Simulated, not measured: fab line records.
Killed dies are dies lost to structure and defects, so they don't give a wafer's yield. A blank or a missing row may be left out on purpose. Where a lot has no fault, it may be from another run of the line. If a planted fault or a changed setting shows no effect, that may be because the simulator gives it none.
fab line records ; flow ritCmos
record lots=15; wafers=45; lastDay=7
route steps=202 shown PRETRO@72
lots with no fault: from the same line, run without faults
startH: hours from the record's opening day to when the first of the lot's shown wafers began ; waitH: hours from the lot's prior step to this one ; " the same as in the row above ; L1.1+2: a single row standing in for several wafers ; - value missing, or start not given ; * or withheld: withheld ; < > ~ a bound
route shown NAME@n: names a module that has steps shown in the file, with the first one's number in the route ; usual: mean and standard deviation over wafers with no fault ; same: alike in all rows ; chamber/n: place in a boat ; sites: each site's reading ; _std_site: standard deviation across them ; _edge_site: inner sites' mean taken away from outer sites' mean ; radiusMm: for every site, how far away it sits from the centre of the wafer ; mask NAME#n: copy n ; behind: the tool/chamber that last shaped the wafer ; hold: cause of the lot's hold/its duration in hours/its outcome ; device: the transistor (n, p or np) that didn't switch ; end of line: the route-end tests of the same wafers ; a step with no rows: only its recipe ; killed: the dies lost at the first sort to structure and to defects; this is not the yield of the wafer ; map: per-die view of a wafer (x killed, . not killed, _ where there is no die)
set.NAME: the setting as run; set.NAME@STEP: as run at that earlier step ; model.NAME: the simulator's own value behind a step, which no gauge read
steps of the route over a sample of lots; a table a step, a row a wafer
services: from which hour (startH, from the record's first day; less than 0 if before it) a tool's chamber was out of use, for how many hours, and why
## steps
# step RIT_PRETRO_IMPLANT_08
# recipe species=B; energyKev=45; doseCm2=1.177e+13; tiltDeg=7
# usual beamEnergyKeV=45.000/0.015; tiltDeg=6.999/0.022
lot.wafer;tool;chamber;startH;waitH;beamEnergyKeV;tiltDeg
L375.1;implanter-04;0;37.04;0.2;44.989;6.987
L375.4;implanter-04;0;37.04;0.2;45.026;7.032
L375.6;implanter-04;0;37.04;0.2;44.990;7.007
L376.1;implanter-02;0;41.96;0.2;45.030;6.988
L376.4;implanter-02;0;41.96;0.2;45.003;6.993
L376.6;implanter-02;0;41.96;0.2;44.997;6.998
L377.1;implanter-04;0;47.04;0.2;44.978;7.005
L377.4;implanter-04;0;47.04;0.2;44.979;7.039
L377.6;implanter-04;0;47.04;0.2;44.989;7.015
L378.2;implanter-02;0;52.27;0.2;44.980;6.975
L378.3;implanter-02;0;52.27;0.2;44.985;6.992
L378.4;implanter-02;0;52.27;0.2;45.003;6.963
L379.1;implanter-02;0;56.64;0.2;45.016;6.986
L379.3;implanter-02;0;56.64;0.2;45.017;7.002
L379.4;implanter-02;0;56.64;0.2;45.001;7.018
L380.1;implanter-02;0;61.57;0.2;44.988;6.996
L380.2;implanter-02;0;61.57;0.2;44.988;6.991
L380.3;implanter-02;0;61.57;0.2;44.998;6.956
L381.2;implanter-02;0;70.50;0.2;45.024;6.987
L381.3;implanter-02;0;70.50;0.2;45.012;7.013
L381.4;implanter-02;0;70.50;0.2;45.024;7.003
L383.3;implanter-04;0;79.22;0.2;44.993;6.988
L383.4;implanter-04;0;79.22;0.2;44.989;6.980
L383.6;implanter-04;0;79.22;0.2;44.973;6.987
L384.1;implanter-02;0;82.22;0.2;44.991;6.983
L384.3;implanter-02;0;82.22;0.2;44.978;6.996
L384.6;implanter-02;0;82.22;0.2;44.993;7.013
L385.4;implanter-02;0;86.31;0.2;44.996;7.033
L385.5;implanter-02;0;86.31;0.2;44.989;6.991
L385.6;implanter-02;0;86.31;0.2;44.989;7.011
L387.4;implanter-01;0;96.77;0.2;45.019;6.994
L387.5;implanter-01;0;96.77;0.2;45.011;7.017
L387.6;implanter-01;0;96.77;0.2;45.028;6.998
L388.1;implanter-02;0;103.07;0.2;60.746;7.007
L388.2;implanter-02;0;103.07;0.2;60.753;7.002
L388.3;implanter-02;0;103.07;0.2;60.747;7.018
L389.1;implanter-02;0;105.56;0.2;60.755;7.018
L389.4;implanter-02;0;105.56;0.2;60.763;7.004
L389.5;implanter-02;0;105.56;0.2;60.758;6.984
L391.1;implanter-02;0;115.76;0.2;60.756;7.031
L391.2;implanter-02;0;115.76;0.2;60.734;7.001
L391.6;implanter-02;0;115.76;0.2;60.745;7.040
L397.2;implanter-04;0;145.62;0.2;45.016;6.948
L397.3;implanter-04;0;145.62;0.2;44.997;6.954
L397.4;implanter-04;0;145.62;0.2;45.018;6.978
# step RIT_PRETRO_TW_MEAS_10
# usual PRETRO_TW=470.8/2.7
lot.wafer;tool;chamber;startH;waitH;PRETRO_TW
L375.1;filmMetro-02;-;37.36;0.1;470.0
L375.4;filmMetro-02;-;37.36;0.1;469.1
L375.6;filmMetro-02;-;37.36;0.1;471.0
L376.1;filmMetro-01;-;42.28;0.1;469.9
L376.4;filmMetro-01;-;42.28;0.1;470.6
L376.6;filmMetro-01;-;42.28;0.1;469.1
L377.1;filmMetro-02;-;47.36;0.1;467.4
L377.4;filmMetro-02;-;47.36;0.1;466.8
L377.6;filmMetro-02;-;47.36;0.1;470.8
L378.2;filmMetro-01;-;52.58;0.1;472.4
L378.3;filmMetro-01;-;52.58;0.1;469.0
L378.4;filmMetro-01;-;52.58;0.1;468.5
L379.1;filmMetro-01;-;56.97;0.1;471.4
L379.3;filmMetro-01;-;56.97;0.1;469.9
L379.4;filmMetro-01;-;56.97;0.1;468.6
L380.1;filmMetro-02;-;61.90;0.1;472.9
L380.2;filmMetro-02;-;61.90;0.1;471.5
L380.3;filmMetro-02;-;61.90;0.1;473.1
L381.2;filmMetro-03;-;70.81;0.1;470.4
L381.3;filmMetro-03;-;70.81;0.1;469.6
L381.4;filmMetro-03;-;70.81;0.1;467.7
L383.3;filmMetro-02;-;79.51;0.1;471.2
L383.4;filmMetro-02;-;79.51;0.1;472.6
L383.6;filmMetro-02;-;79.51;0.1;470.8
L384.1;filmMetro-03;-;82.55;0.1;471.6
L384.3;filmMetro-03;-;82.55;0.1;470.8
L384.6;filmMetro-03;-;82.55;0.1;475.2
L385.4;filmMetro-01;-;86.59;0.1;469.6
L385.5;filmMetro-01;-;86.59;0.1;470.4
L385.6;filmMetro-01;-;86.59;0.1;471.1
L387.4;filmMetro-01;-;97.05;0.1;466.6
L387.5;filmMetro-01;-;97.05;0.1;467.7
L387.6;filmMetro-01;-;97.05;0.1;467.6
L388.1;filmMetro-03;-;103.39;0.1;486.7
L388.2;filmMetro-03;-;103.39;0.1;489.1
L388.3;filmMetro-03;-;103.39;0.1;491.3
L389.1;filmMetro-02;-;105.89;0.1;493.8
L389.4;filmMetro-02;-;105.89;0.1;495.0
L389.5;filmMetro-02;-;105.89;0.1;492.2
L391.1;filmMetro-01;-;116.09;0.1;490.1
L391.2;filmMetro-01;-;116.09;0.1;488.7
L391.6;filmMetro-01;-;116.09;0.1;492.3
L397.2;filmMetro-02;-;145.93;0.1;479.7
L397.3;filmMetro-02;-;145.93;0.1;474.7
L397.4;filmMetro-02;-;145.93;0.1;477.6
## services
tool;chamber;startH;hours;kind
implanter-01;-;63.30;4.4;pm
implanter-01;-;67.68;3.4;pm
implanter-04;-;70.29;3.6;pm
implanter-04;-;105.84;5.2;repair
## key
firstSign step=RIT_PRETRO_IMPLANT_08; reading=beamEnergyKeV; direction=up; sigmas=99+; usual=45.000; struck=60.751
effect step=RIT_PRETRO_TW_MEAS_10; reading=PRETRO_TW; direction=up; sigmas=7.6; usual=470.8; struck=491.0
metAt RIT_PRETRO_IMPLANT_08
struckLots L388,L389,L391
testerLeftOut L388,L389,L391
onsetBetween 86.31 103.07
fault kind=processParameterDrift; tool=implanter-02; chamber=-; onsetH=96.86; steps=RIT_PRETRO_IMPLANT_08; channel=energyKev; offset=15.75; shape=step; endH=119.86; actsIn=theseRecipesOnly; stated=45
# testerLeftOut: of these lots the tester's yield and bins aren't shown, on N5 and GAA mostly nor the transistor test; their killed dies are dies lost to structure and defects alone, not to doping, threshold or leakage, so they don't give the yield
